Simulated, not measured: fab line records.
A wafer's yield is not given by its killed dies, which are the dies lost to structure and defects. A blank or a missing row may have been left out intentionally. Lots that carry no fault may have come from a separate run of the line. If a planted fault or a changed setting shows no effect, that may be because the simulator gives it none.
fab line records	flow berkeleyCmos170
record: lots: 6	wafers: 18	lastDay: 10
route steps=331 shown M2@280 V2@292 M3@309
lots with no fault: from the same line, run without faults
startH: hours from the record's opening day to when the first of the lot's shown wafers began	waitH: hours elapsed since this lot's preceding step	" repeats the value in the row above	L1.1+2: several wafers, shown together as one row	- no value present, or no start provided	* or withheld: withheld	< > ~ a bound
route shown NAME@n: names a module that has steps shown in the file, with the first one's number in the route	usual: mean/standard deviation of fault-free wafers	same: alike in all rows	chamber/n: place in a boat	sites: readings site by site	_std_site: the standard deviation of these	_edge_site: outer sites' mean less inner sites'	radiusMm: how far each site lies from the wafer's centre	mask NAME#n: copy n	behind: the last tool/chamber to shape the wafer	hold: what put the lot on hold/how long, in hours/how the hold closed	device: transistor that didn't switch, given as n, p or np	end of line: the tests these same wafers got at the end of their route	step lacking rows: just its recipe	killed: dies lost to structure and defects at the first sort, not the wafer's yield	map: a wafer's dies, x killed, . not, _ none there
set.NAME: the setting that was run; set.NAME@STEP: the one run at that earlier step	model.NAME: the simulator's own value behind a step, which no gauge read
lots at selected steps of the route; one table per step, one row per wafer
services: when a tool's chamber went out of use (startH, in hours from the record's first day, below 0 if earlier), for how many hours, and the reason
== steps ==
step: UCB170_M2_COAT_09
recipe: resist: BARC	tempC: withheld	timeS: withheld	spinRpm: 3000	resistThkNm: withheld
step: UCB170_M2_COAT_10
recipe: resist: KrF	spinRpm: 1500	resistThkNm: 900
step: UCB170_M2_SOFTBAKE_11
recipe: resist: KrF	tempC: 130	timeS: 60
step: UCB170_M2_EXPOSE_12
recipe: maskId: METAL2	targetCdNm: 700	na: 0.5	sigmaOuter: 0.6	sourceShape: conventional	doseMj: 26
step: UCB170_M2_PEB_13
recipe: pebTempC: 130	pebTimeS: withheld	resist: KrF
step: UCB170_M2_DEVELOP_14
recipe: developer: TMAH	developTimeS: 45	resist: KrF	devTempC: 21
step: UCB170_M2_CD_MEAS_15
recipe: targetCdNm: 700
usual: cdNm: 699.4/1.3
lot.wafer	tool	chamber	startH	waitH	cdNm
L707.1	cdSem-02	-	147.96	-	698.7
L707.2	"	-	"	"	698.3
L707.6	"	-	"	"	699.3
L708.2	cdSem-02	-	169.62	-	700.2
L708.4	"	-	"	"	700.2
L708.6	"	-	"	"	700.5
L713.2	cdSem-01	-	174.49	-	700.3
L713.3	"	-	"	"	702.1
L713.4	"	-	"	"	700.6
L716.2	cdSem-02	-	199.59	-	700.7
L716.3	"	-	"	"	699.4
L716.6	"	-	"	"	701.5
L721.1	cdSem-02	-	225.21	-	696.9
L721.5	"	-	"	"	697.8
L721.6	"	-	"	"	696.3
L722.1	cdSem-01	-	229.18	-	699.4
L722.3	"	-	"	"	698.2
L722.6	"	-	"	"	700.4
step: UCB170_M2_OVL_MEAS_16
usual: M2_OVL: 0/5
lot.wafer	tool	chamber	startH	waitH	M2_OVL[nm]
L707.1	overlay-01	-	148.08	0.1	1
L707.2	"	-	"	"	-6
L707.6	"	-	"	"	-2
L708.2	overlay-02	-	169.73	0.1	-9
L708.4	"	-	"	"	-8
L708.6	"	-	"	"	-11
L713.2	overlay-02	-	174.59	0.1	6
L713.3	"	-	"	"	2
L713.4	"	-	"	"	8
L716.2	overlay-01	-	199.70	0.1	7
L716.3	"	-	"	"	4
L716.6	"	-	"	"	3
L721.1	overlay-02	-	225.33	0.1	2
L721.5	"	-	"	"	-5
L721.6	"	-	"	"	4
L722.1	overlay-02	-	229.30	0.1	4
L722.3	"	-	"	"	4
L722.6	"	-	"	"	7
step: UCB170_M2_ETCH_17
recipe: chemistry: N2/H2	targetDepthA: withheld	overetchA: withheld	target: BARC	timeS: withheld	sourceW: 500	biasW: 100	pressureMtorr: 30	n2FlowSccm: 100	h2FlowSccm: 200
usual: drypumpMotorCurrentA: 5.8/0.56	oesProductAu: 0.992/0.02	throttleValvePct: 13.22/0.2
lot.wafer	tool	chamber	startH	waitH	drypumpMotorCurrentA	oesProductAu	throttleValvePct
L707.1	rieDiel-02	0	148.12	0.0	6.0	0.972	13.41
L707.2	"	1	"	"	4.9	0.986	13.13
L707.6	"	3	"	"	5.2	0.977	12.91
L708.2	rieDiel-01	3	169.76	0.0	6.2	1.029	13.31
L708.4	"	1	"	"	5.1	1.003	13.49
L708.6	"	2	"	"	6.5	1.011	13.18
L713.2	rieDiel-02	1	174.62	0.0	5.0	0.980	13.12
L713.3	"	2	"	"	6.6	1.016	13.05
L713.4	"	0	"	"	5.9	0.955	13.39
L716.2	rieDiel-04	0	199.73	0.0	6.1	1.018	13.01
L716.3	"	1	"	"	5.9	0.979	12.99
L716.6	"	3	"	"	6.2	0.994	13.30
L721.1	rieDiel-02	0	225.37	0.0	6.0	0.957	13.39
L721.5	"	3	"	"	5.2	0.972	12.91
L721.6	"	0	"	"	6.0	0.958	13.40
L722.1	rieDiel-04	0	229.34	0.0	6.1	1.007	13.01
L722.3	"	1	"	"	5.9	0.987	13.01
L722.6	"	3	"	"	6.2	0.995	13.32
step: UCB170_M2_METAL_ETCH_18
recipe: chemistry: Cl2/BCl3	target: Al	stopOn: SiO2	pressureMtorr: 12	targetDepthA: 11700	overEtchFrac: 0.3	timeS: 195	icpW: 600	biasW: 120	Cl2_flow_sccm: 90	bcl3FlowSccm: 45
step: UCB170_M2_STRIP_19
recipe: chemistry: O2	powerW: 400	pressureMtorr: 3500	platenTempC: withheld	o2FlowSccm: 400	overashFraction: 0.5
usual: drypumpMotorCurrentA: 5.8/0.58	o2FlowSccm: 400.0/1.2	oesProductAu: 0.534/0.012
lot.wafer	tool	chamber	startH	waitH	drypumpMotorCurrentA	o2FlowSccm	oesProductAu	rfHoursCounterH
L707.1	plasmaAsher-01	0	148.35	0.1	5.5	398.4	0.544	49
L707.2	"	1	"	"	5.2	398.6	0.537	49
L707.6	"	0	"	"	5.5	400.9	0.535	-
L708.2	plasmaAsher-03	1	169.99	0.1	6.7	398.6	0.531	47
L708.4	"	0	"	"	5.1	399.3	0.532	-
L708.6	"	1	"	"	6.7	398.5	0.544	-
L713.2	plasmaAsher-04	1	174.85	0.1	6.0	399.5	0.541	7
L713.3	"	0	"	"	6.4	401.0	0.544	-
L713.4	"	1	"	"	6.0	399.6	0.547	-
L716.2	plasmaAsher-01	0	199.96	0.1	5.5	400.0	0.536	54
L716.3	"	0	"	"	5.5	400.3	0.535	-
L716.6	"	1	"	"	5.2	400.6	0.537	-
L721.1	plasmaAsher-03	1	225.60	0.1	6.7	400.3	0.536	52
L721.5	"	1	"	"	6.7	400.5	0.515	-
L721.6	"	0	"	"	5.1	402.1	0.524	-
L722.1	plasmaAsher-01	1	229.57	0.1	5.2	399.9	0.534	58
L722.3	"	0	"	"	5.5	399.6	0.552	-
L722.6	"	1	"	"	5.2	400.2	0.532	-
step: UCB170_M2_CD_MEAS_90
recipe: targetCdNm: 700
usual: cdNm: 700/3.2
lot.wafer	tool	chamber	startH	waitH	cdNm
L707.1	cdSem-01	-	148.45	0.1	698
L707.2	"	-	"	"	695
L707.6	"	-	"	"	697
L708.2	cdSem-02	-	170.11	0.1	701
L708.4	"	-	"	"	702
L708.6	"	-	"	"	699
L713.2	cdSem-02	-	174.97	0.1	702
L713.3	"	-	"	"	708
L713.4	"	-	"	"	704
L716.2	cdSem-01	-	200.08	0.1	703
L716.3	"	-	"	"	703
L716.6	"	-	"	"	706
L721.1	cdSem-01	-	225.70	0.1	699
L721.5	"	-	"	"	696
L721.6	"	-	"	"	697
L722.1	cdSem-01	-	229.67	0.1	702
L722.3	"	-	"	"	705
L722.6	"	-	"	"	704
step: UCB170_V2_CVD_00
recipe: material: SiO2	targetThkNm: 2000	tempC: 390	precursor: TEOS/O2	timeS: 250	rfW: 550	pressureMtorr: 9000
usual: heaterPowerW: 254/51	susceptorTempC: 390.01/0.22
lot.wafer	tool	chamber	startH	waitH	heaterPowerW	susceptorTempC	model.SiO2_of_V2_CVD_00.thkNm
L707.1	pecvd-01	2	148.57	0.1	273	390.02	1979
L707.2	"	0	"	"	280	390.24	2007
L707.6	"	1	"	"	260	390.00	1980
L708.2	pecvd-03	1	170.21	0.1	300	389.79	1940
L708.4	"	0	"	"	303	389.99	1978
L708.6	"	2	"	"	158	389.99	1989
L713.2	pecvd-01	2	175.07	0.1	308	389.61	967
L713.3	"	1	"	"	353	390.25	949.7
L713.4	"	0	"	"	320	389.75	997
L716.2	pecvd-01	1	200.18	0.1	343	389.65	911.5
L716.3	"	2	"	"	288	390.09	884.8
L716.6	"	2	"	"	216	390.23	908.1
L721.1	pecvd-02	2	225.82	0.1	198	389.86	1997
L721.5	"	0	"	"	222	389.77	2033
L721.6	"	1	"	"	186	390.01	2022
L722.1	pecvd-03	1	229.79	0.1	255	390.19	1986
L722.3	"	0	"	"	264	389.63	1996
L722.6	"	1	"	"	320	390.18	2004
step: UCB170_V2_THK_MEAS_01
recipe: reads: SiO2_of_V2_CVD_00
usual: V2_TEOS_THK: 1994/24
lot.wafer	tool	chamber	startH	waitH	V2_TEOS_THK[nm]
L707.1	filmMetro-04	-	148.72	0.1	1979
L707.2	"	-	"	"	2005
L707.6	"	-	"	"	1978
L708.2	filmMetro-01	-	170.37	0.1	1939
L708.4	"	-	"	"	1976
L708.6	"	-	"	"	1990
L713.2	filmMetro-01	-	175.24	0.1	967
L713.3	"	-	"	"	949
L713.4	"	-	"	"	997
L716.2	filmMetro-01	-	200.34	0.1	912
L716.3	"	-	"	"	885
L716.6	"	-	"	"	908
L721.1	filmMetro-02	-	225.97	0.1	1997
L721.5	"	-	"	"	2033
L721.6	"	-	"	"	2022
L722.1	filmMetro-02	-	229.94	0.1	1988
L722.3	"	-	"	"	1995
L722.6	"	-	"	"	2004
step: UCB170_V2_CMP_02
recipe: material: SiO2	downForcePsi: 6	platenRpm: 60	padVelocityMS: 0.75398
usual: edgeZonePressureFrac: 1.000/0.0052	motorCurrentA: 15.2/1.7
lot.wafer	tool	chamber	startH	waitH	edgeZonePressureFrac	motorCurrentA
L707.1	cmp-02	3	148.83	0.1	1.008	15.9
L707.2	"	0	"	"	0.997	17.1
L707.6	"	2	"	"	1.001	15.9
L708.4	cmp-01	3	170.52	0.1	1.003	17.4
L708.2	"	0	"	"	0.994	15.7
L708.6	"	2	"	"	0.999	12.3
L713.3	cmp-01	2	175.39	0.1	0.999	13.3
L713.2	"	3	"	"	0.996	16.7
L713.4	"	1	"	"	1.004	12.8
L716.2	cmp-01	1	200.44	0.1	0.997	12.4
L716.3	"	3	"	"	0.996	16.7
L716.6	"	0	"	"	1.006	15.6
L721.1	cmp-02	1	226.18	0.2	1.000	15.4
L721.6	"	2	"	"	1.001	15.7
L721.5	"	3	"	"	1.004	16.1
L722.3	cmp-02	1	230.00	0.0	1.004	14.1
L722.1	"	0	"	"	0.996	17.2
L722.6	"	1	"	"	1.003	14.9
step: UCB170_V2_BOW_MEAS_03
recipe: mode: bow
usual: V2_BOW: 36/6.9
lot.wafer	tool	chamber	startH	waitH	V2_BOW[um]
L707.1	filmMetro-01	-	149.08	0.2	49
L707.2	"	-	"	"	45
L707.6	"	-	"	"	44
L708.2	filmMetro-04	-	170.74	0.1	38
L708.4	"	-	"	"	31
L708.6	"	-	"	"	29
L713.2	filmMetro-04	-	175.71	0.2	45
L713.3	"	-	"	"	43
L713.4	"	-	"	"	49
L716.2	filmMetro-02	-	200.71	0.2	33
L716.3	"	-	"	"	36
L716.6	"	-	"	"	26
L721.1	filmMetro-01	-	226.33	0.1	36
L721.5	"	-	"	"	37
L721.6	"	-	"	"	37
L722.1	filmMetro-01	-	230.30	0.1	40
L722.3	"	-	"	"	37
L722.6	"	-	"	"	18
step: UCB170_V2_THK_MEAS_04
recipe: reads: SiO2_of_V2_CVD_00
usual: V2_POLISHED_THK: 1000.2/1.1
lot.wafer	tool	chamber	startH	waitH	V2_POLISHED_THK[nm]
L707.1	filmMetro-01	-	149.20	0.1	999.7
L707.2	"	-	"	"	1000.6
L707.6	"	-	"	"	999.4
L708.2	filmMetro-04	-	170.85	0.1	1001.3
L708.4	"	-	"	"	1002.1
L708.6	"	-	"	"	1000.7
L713.2	filmMetro-04	-	175.82	0.1	966.9
L713.3	"	-	"	"	950.5
L713.4	"	-	"	"	996.8
L716.2	filmMetro-02	-	200.82	0.1	912.0
L716.3	"	-	"	"	884.8
L716.6	"	-	"	"	908.4
L721.1	filmMetro-01	-	226.45	0.1	1000.9
L721.5	"	-	"	"	1001.0
L721.6	"	-	"	"	1000.5
L722.1	filmMetro-01	-	230.42	0.1	998.6
L722.3	"	-	"	"	998.6
L722.6	"	-	"	"	1000.5
step: UCB170_V2_CLEAN_05
recipe: chemistry: DIW
step: UCB170_V2_HMDS_06
recipe: primeTimeS: 60	primeTempC: 100
step: UCB170_V2_COAT_07
recipe: resist: KrF	spinRpm: 1500	resistThkNm: 900
step: UCB170_V2_SOFTBAKE_08
recipe: resist: KrF	tempC: 130	timeS: 60
step: UCB170_V2_EXPOSE_09
recipe: maskId: VIA2	targetCdNm: 700	na: 0.5	sigmaOuter: 0.6	sourceShape: conventional	doseMj: 37
step: UCB170_V2_PEB_10
recipe: pebTempC: 130	pebTimeS: withheld	resist: KrF
step: UCB170_V2_DEVELOP_11
recipe: developer: TMAH	developTimeS: 45	resist: KrF	devTempC: 21
step: UCB170_V2_CD_MEAS_12
recipe: targetCdNm: 700
usual: cdNm: 700.1/1.2
lot.wafer	tool	chamber	startH	waitH	cdNm
L707.1	cdSem-02	-	150.64	-	698.7
L707.2	"	-	"	"	699.7
L707.6	"	-	"	"	697.6
L708.2	cdSem-02	-	173.71	-	700.9
L708.4	"	-	"	"	699.8
L708.6	"	-	"	"	701.1
L713.2	cdSem-02	-	177.82	-	700.8
L713.3	"	-	"	"	700.6
L713.4	"	-	"	"	701.0
L716.2	cdSem-01	-	202.33	-	699.7
L716.3	"	-	"	"	699.9
L716.6	"	-	"	"	699.3
L721.1	cdSem-02	-	227.76	-	697.8
L721.5	"	-	"	"	696.8
L721.6	"	-	"	"	698.7
L722.1	cdSem-01	-	231.81	-	700.7
L722.3	"	-	"	"	700.0
L722.6	"	-	"	"	699.6
step: UCB170_V2_OVL_MEAS_13
usual: V2_OVL: -1/6
lot.wafer	tool	chamber	startH	waitH	V2_OVL[nm]
L707.1	overlay-01	-	150.76	0.1	-3
L707.2	"	-	"	"	0
L707.6	"	-	"	"	7
L708.2	overlay-01	-	173.82	0.1	4
L708.4	"	-	"	"	4
L708.6	"	-	"	"	-3
L713.2	overlay-01	-	177.92	0.1	-6
L713.3	"	-	"	"	-9
L713.4	"	-	"	"	-4
L716.2	overlay-02	-	202.43	0.1	5
L716.3	"	-	"	"	4
L716.6	"	-	"	"	5
L721.1	overlay-01	-	227.88	0.1	-7
L721.5	"	-	"	"	-12
L721.6	"	-	"	"	-17
L722.1	overlay-01	-	231.93	0.1	8
L722.3	"	-	"	"	5
L722.6	"	-	"	"	3
step: UCB170_V2_ETCH_14
recipe: chemistry: CHF3/CF4/Ar	target: SiO2	stopOn: Al	CHF3_flow_sccm: 45	cf4FlowSccm: 15	Ar_flow_sccm: 150	pressureMtorr: 200	rfW: 700	targetDepthA: 12500	overEtchFrac: 0.25	timeS: 291
usual: drypumpMotorCurrentA: 5.9/0.47	oesProductAu: 0.872/0.013	throttleValvePct: 6.93/0.13
lot.wafer	tool	chamber	startH	waitH	drypumpMotorCurrentA	oesProductAu	rfHoursCounterH	throttleValvePct	model.V2.featureDepthNm	model.etch.depthNm
L707.1	rieDiel-03	2	150.80	0.0	5.4	0.852	59	7.24	999.6	999.6
L707.2	"	1	"	"	5.5	0.870	115	6.76	1000	1000
L707.6	"	0	"	"	6.3	0.871	-	6.91	999.7	999.7
L708.2	rieDiel-04	1	173.85	0.0	5.8	0.862	61	6.77	1001	1001
L708.4	"	2	"	"	5.2	0.890	21	6.85	1002	1002
L708.6	"	0	"	"	6.1	0.864	-	6.80	1002	1002
L713.2	rieDiel-04	1	177.95	0.0	5.8	0.856	61	6.78	966.9	967
L713.3	"	3	"	"	6.2	0.852	12	7.03	949.7	949.7
L713.4	"	0	"	"	6.1	0.876	59	6.80	997.3	997
L716.2	rieDiel-01	1	202.46	0.0	5.1	0.829	22	6.97	911.5	911.5
L716.3	"	2	"	"	6.4	0.826	55	6.89	885.1	884.8
L716.6	"	3	"	"	6.2	0.854	-	6.88	908.1	908.1
L721.1	rieDiel-03	1	227.92	0.0	5.5	0.858	118	6.79	1001	1001
L721.5	"	3	"	"	5.9	0.882	-	6.84	1001	1001
L721.6	"	0	"	"	6.4	0.874	-	6.91	1000	1000
L722.1	rieDiel-01	2	231.96	0.0	6.5	0.873	56	6.90	998.5	998.2
L722.3	"	0	"	"	6.3	0.855	89	7.11	999	998.9
L722.6	"	2	"	"	6.5	0.882	-	6.89	1000	999.9
step: UCB170_V2_STRIP_15
recipe: chemistry: O2	powerW: 400	pressureMtorr: 3500	platenTempC: withheld	o2FlowSccm: 400	overashFraction: 0.5
usual: drypumpMotorCurrentA: 5.7/0.57	o2FlowSccm: 400.0/1.2	oesProductAu: 0.722/0.004	stripTimeToEndpointS: 15.37/0.086
lot.wafer	tool	chamber	startH	waitH	drypumpMotorCurrentA	o2FlowSccm	oesProductAu	rfHoursCounterH	stripTimeToEndpointS
L707.1	plasmaAsher-03	1	150.98	0.1	6.7	398.5	0.718	45	15.43
L707.2	"	0	"	"	5.1	399.3	0.724	45	15.36
L707.6	"	0	"	"	5.1	400.3	0.727	-	15.50
L708.2	plasmaAsher-01	0	174.02	0.1	5.5	399.7	0.720	52	15.41
L708.4	"	1	"	"	5.3	403.7	0.719	-	15.51
L708.6	"	1	"	"	5.2	402.9	0.715	-	15.38
L713.2	plasmaAsher-02	1	178.13	0.1	5.6	400.6	0.716	38	15.35
L713.3	"	0	"	"	6.0	398.9	0.728	-	15.40
L713.4	"	1	"	"	5.6	398.9	0.723	-	15.39
L716.2	plasmaAsher-01	0	202.64	0.1	5.5	400.8	0.729	55	15.46
L716.3	"	1	"	"	5.2	398.7	0.721	-	15.22
L716.6	"	0	"	"	5.5	398.3	0.724	-	15.48
L721.1	plasmaAsher-03	1	228.10	0.1	6.7	398.7	0.723	52	15.25
L721.5	"	1	"	"	6.7	400.6	0.718	-	15.34
L721.6	"	0	"	"	5.2	399.6	0.724	-	15.39
L722.1	plasmaAsher-01	0	232.14	0.1	5.5	399.9	0.717	58	15.25
L722.3	"	0	"	"	5.5	400.3	0.718	-	15.37
L722.6	"	0	"	"	5.6	400.7	0.719	-	15.25
step: UCB170_V2_CD_MEAS_90
recipe: targetCdNm: 700
usual: cdNm: 699.9/1.3
lot.wafer	tool	chamber	startH	waitH	cdNm
L707.1	cdSem-01	-	151.08	0.1	698.5
L707.2	"	-	"	"	699.7
L707.6	"	-	"	"	697.6
L708.2	cdSem-02	-	174.14	0.1	700.4
L708.4	"	-	"	"	700.7
L708.6	"	-	"	"	701.1
L713.2	cdSem-02	-	178.25	0.1	700.7
L713.3	"	-	"	"	700.4
L713.4	"	-	"	"	700.1
L716.2	cdSem-01	-	202.76	0.1	699.0
L716.3	"	-	"	"	700.3
L716.6	"	-	"	"	699.2
L721.1	cdSem-01	-	228.20	0.1	697.2
L721.5	"	-	"	"	697.4
L721.6	"	-	"	"	698.4
L722.1	cdSem-02	-	232.24	0.1	700.2
L722.3	"	-	"	"	700.8
L722.6	"	-	"	"	699.6
step: UCB170_M3_PRE_CLEAN_00
recipe: gas: Ar	precleanEtchTimeS: 60
step: UCB170_M3_SPUTTER_01
recipe: material: Al	targetThkNm: 900	timeS: 120	powerW: 6000	chamberPressurePa: 0.5
usual: chamberPressurePa: 0.5000/0.0011	throttleValvePct: 29.5/0.86
lot.wafer	tool	chamber	startH	waitH	chamberPressurePa	throttleValvePct
L707.1	pvdSputter-03	-	151.26	0.0	0.5022	30.0
L707.2	"	-	"	"	0.5020	28.0
L707.6	"	-	"	"	0.5003	30.4
L708.2	pvdSputter-02	-	174.31	0.0	0.5005	30.3
L708.4	"	-	"	"	0.5014	29.4
L708.6	"	-	"	"	0.4999	29.3
L713.2	pvdSputter-02	-	178.42	0.0	0.4987	30.1
L713.3	"	-	"	"	0.5020	29.0
L713.4	"	-	"	"	0.4997	29.3
L716.2	pvdSputter-03	-	202.93	0.0	0.4998	30.1
L716.3	"	-	"	"	0.4989	27.5
L716.6	"	-	"	"	0.5003	29.9
L721.1	pvdSputter-03	-	228.39	0.0	0.4998	27.9
L721.5	"	-	"	"	0.5008	30.0
L721.6	"	-	"	"	0.4985	28.2
L722.1	pvdSputter-02	-	232.43	0.0	0.5009	29.4
L722.3	"	-	"	"	0.4991	30.3
L722.6	"	-	"	"	0.4999	30.0
step: UCB170_M3_RS_MEAS_02
recipe: thkMeasGauge: four-point-probe	reads: Al_of_M3_SPUTTER_01
usual: M3_AL_RS: 0.0322/0.00044
lot.wafer	tool	chamber	startH	waitH	M3_AL_RS[ohm/sq]
L707.1	filmMetro-03	-	151.40	0.1	0.0321
L707.2	"	-	"	"	0.0319
L707.6	"	-	"	"	0.0320
L708.2	filmMetro-03	-	174.41	0.1	0.0330
L708.4	"	-	"	"	0.0320
L708.6	"	-	"	"	0.0319
L713.2	filmMetro-04	-	178.52	0.1	0.0325
L713.3	"	-	"	"	0.0322
L713.4	"	-	"	"	0.0319
L716.2	filmMetro-03	-	203.03	0.1	0.0327
L716.3	"	-	"	"	0.0320
L716.6	"	-	"	"	0.0329
L721.1	filmMetro-04	-	228.47	0.0	0.0322
L721.5	"	-	"	"	0.0326
L721.6	"	-	"	"	0.0320
L722.1	filmMetro-04	-	232.51	0.0	0.0312
L722.3	"	-	"	"	0.0321
L722.6	"	-	"	"	0.0322
step: UCB170_M3_THK_MEAS_03
recipe: thkMeasGauge: xrf	reads: Al_of_M3_SPUTTER_01
usual: M3_AL_THK: 888/13
lot.wafer	tool	chamber	startH	waitH	M3_AL_THK[nm]
L707.1	filmMetro-03	-	151.52	0.1	884
L707.2	"	-	"	"	886
L707.6	"	-	"	"	883
L708.2	filmMetro-03	-	174.52	0.1	865
L708.4	"	-	"	"	892
L708.6	"	-	"	"	892
L713.2	filmMetro-04	-	178.63	0.1	882
L713.3	"	-	"	"	900
L713.4	"	-	"	"	904
L716.2	filmMetro-03	-	203.14	0.1	867
L716.3	"	-	"	"	884
L716.6	"	-	"	"	861
L721.1	filmMetro-04	-	228.59	0.1	899
L721.5	"	-	"	"	893
L721.6	"	-	"	"	899
L722.1	filmMetro-04	-	232.63	0.1	920
L722.3	"	-	"	"	899
L722.6	"	-	"	"	897
step: UCB170_M3_HMDS_04
recipe: primeTimeS: 60	primeTempC: 100
step: UCB170_M3_COAT_05
recipe: resist: KrF	spinRpm: 1500	resistThkNm: 900
step: UCB170_M3_SOFTBAKE_06
recipe: resist: KrF	tempC: 130	timeS: 60
step: UCB170_M3_STRIP_07
recipe: chemistry: O2	powerW: 400	pressureMtorr: 3500	platenTempC: withheld	o2FlowSccm: 400	overashFraction: 0.5
step: UCB170_M3_STRIP_08
recipe: chemistry: DMSO	tempC: 80	timeS: 600	material: KrF
step: UCB170_M3_COAT_09
recipe: resist: BARC	tempC: withheld	timeS: withheld	spinRpm: 3000	resistThkNm: withheld
step: UCB170_M3_COAT_10
recipe: resist: KrF	spinRpm: 1500	resistThkNm: 900
step: UCB170_M3_SOFTBAKE_11
recipe: resist: KrF	tempC: 130	timeS: 60
step: UCB170_M3_EXPOSE_12
recipe: maskId: METAL3	targetCdNm: 700	na: 0.5	sigmaOuter: 0.6	sourceShape: conventional	doseMj: 26
step: UCB170_M3_METAL_ETCH_18
recipe: chemistry: Cl2/BCl3	target: Al	stopOn: SiO2	pressureMtorr: 12	targetDepthA: 11700	overEtchFrac: 0.3	timeS: 195	icpW: 600	biasW: 120	Cl2_flow_sccm: 90	bcl3FlowSccm: 45
usual: drypumpMotorCurrentA: 5.48/0.2	oesProductAu: 0.859/0.0092	throttleValvePct: 24.45/0.22
lot.wafer	tool	chamber	startH	waitH	drypumpMotorCurrentA	oesProductAu	rfHoursCounterH	throttleValvePct	model.SiO2_of_V2_CVD_00.thkNm
L707.1	rieMetal-03	1	154.10	-	5.32	0.856	9	24.28	938.2
L707.2	"	0	"	"	5.34	0.874	6	24.57	938.3
L707.6	"	1	"	"	5.32	0.852	-	24.27	938.3
L708.2	rieMetal-03	0	177.69	-	5.33	0.855	6	24.60	939.4
L708.4	"	1	"	"	5.32	0.848	-	24.27	941.4
L708.6	"	1	"	"	5.34	0.854	-	24.28	940.5
L713.2	rieMetal-01	0	181.45	-	5.64	0.853	5	24.87	904.5
L713.3	"	0	"	"	5.64	0.855	-	24.88	887.2
L713.4	"	1	"	"	5.70	0.857	-	24.22	933
L716.2	rieMetal-03	0	205.28	-	5.34	0.857	7	24.57	849.3
L716.3	"	0	"	"	5.35	0.871	-	24.57	822.9
L716.6	"	0	"	"	5.37	0.855	-	24.58	846.2
L721.1	rieMetal-02	1	230.73	-	5.11	0.860	1	24.38	938.1
L721.5	"	1	"	"	5.13	0.861	-	24.39	938.3
L721.6	"	0	"	"	5.57	0.861	-	24.33	936.7
L722.1	rieMetal-01	0	234.66	-	5.66	0.865	6	24.86	936
L722.3	"	1	"	"	5.72	0.852	-	24.23	934.9
L722.6	"	1	"	"	5.70	0.863	-	24.23	936.1
== services ==
tool	chamber	startH	hours	kind
cmp-01	-	124.46	0.7	repair
pvdSputter-03	-	128.14	13.7	repair
plasmaAsher-02	-	128.38	2.2	repair
rieDiel-03	3	129.48	-	clean
rieDiel-03	3	129.48	26.2	scheduledDown
rieDiel-03	3	129.48	26.2	ventCycle
plasmaAsher-02	-	134.88	3.7	repair
cmp-02	-	136.28	6.5	repair
rieMetal-03	-	149.17	4.5	repair
rieDiel-03	1	154.02	4.5	repair
rieDiel-01	1	154.12	6.7	repair
pecvd-02	0	155.31	4.6	repair
cmp-02	-	161.00	3.6	repair
pecvd-01	2	162.26	6.2	repair
rieDiel-01	-	167.49	1.5	repair
cmp-02	-	176.20	0.2	repair
rieDiel-02	1	181.35	3.7	repair
pecvd-01	-	194.02	1.2	repair
pecvd-03	-	205.48	2.8	pm
pecvd-01	-	211.59	6.0	pm
rieDiel-04	-	217.06	2.8	pm
pecvd-02	2	228.80	6.7	repair
cmp-01	-	232.00	4.0	pm
cmp-01	-	234.77	2.5	repair
== key ==
firstSign: step: UCB170_V2_THK_MEAS_01	reading: V2_TEOS_THK	direction: down	sigmas: 44	usual: 1994	struck: 936
effect: step: UCB170_V2_THK_MEAS_04	reading: V2_POLISHED_THK	direction: down	sigmas: 55	usual: 1000.2	struck: 936.6
modelEffect: step: UCB170_V2_CVD_00	value: SiO2_of_V2_CVD_00.thkNm	without: 1986	struck: 936.3
modelEffect: step: UCB170_V2_ETCH_14	value: V2.featureDepthNm	without: 1001	struck: 936.4
modelEffect: step: UCB170_M3_METAL_ETCH_18	value: SiO2_of_V2_CVD_00.thkNm	without: 938.3	struck: 873.8
metAt UCB170_V2_CVD_00
struckWafers L713.2,L713.3,L713.4,L716.2,L716.3,L716.6
sortLeftOut L713.2,L713.3,L713.4,L716.2,L716.3,L716.6
onsetBetween 148.57 175.07
fault: kind: processParameterDrift	tool: pecvd-01	chamber: -	onsetH: 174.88	steps: UCB170_V2_CVD_00	channel: targetThkNm	offset: -1052.2	shape: step	endH: 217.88	actsIn: theseRecipesOnly	stated: 2000
sortLeftOut: the simulated sort isn't trusted on such a fault, so these wafers' sort isn't shown, and their yield isn't known
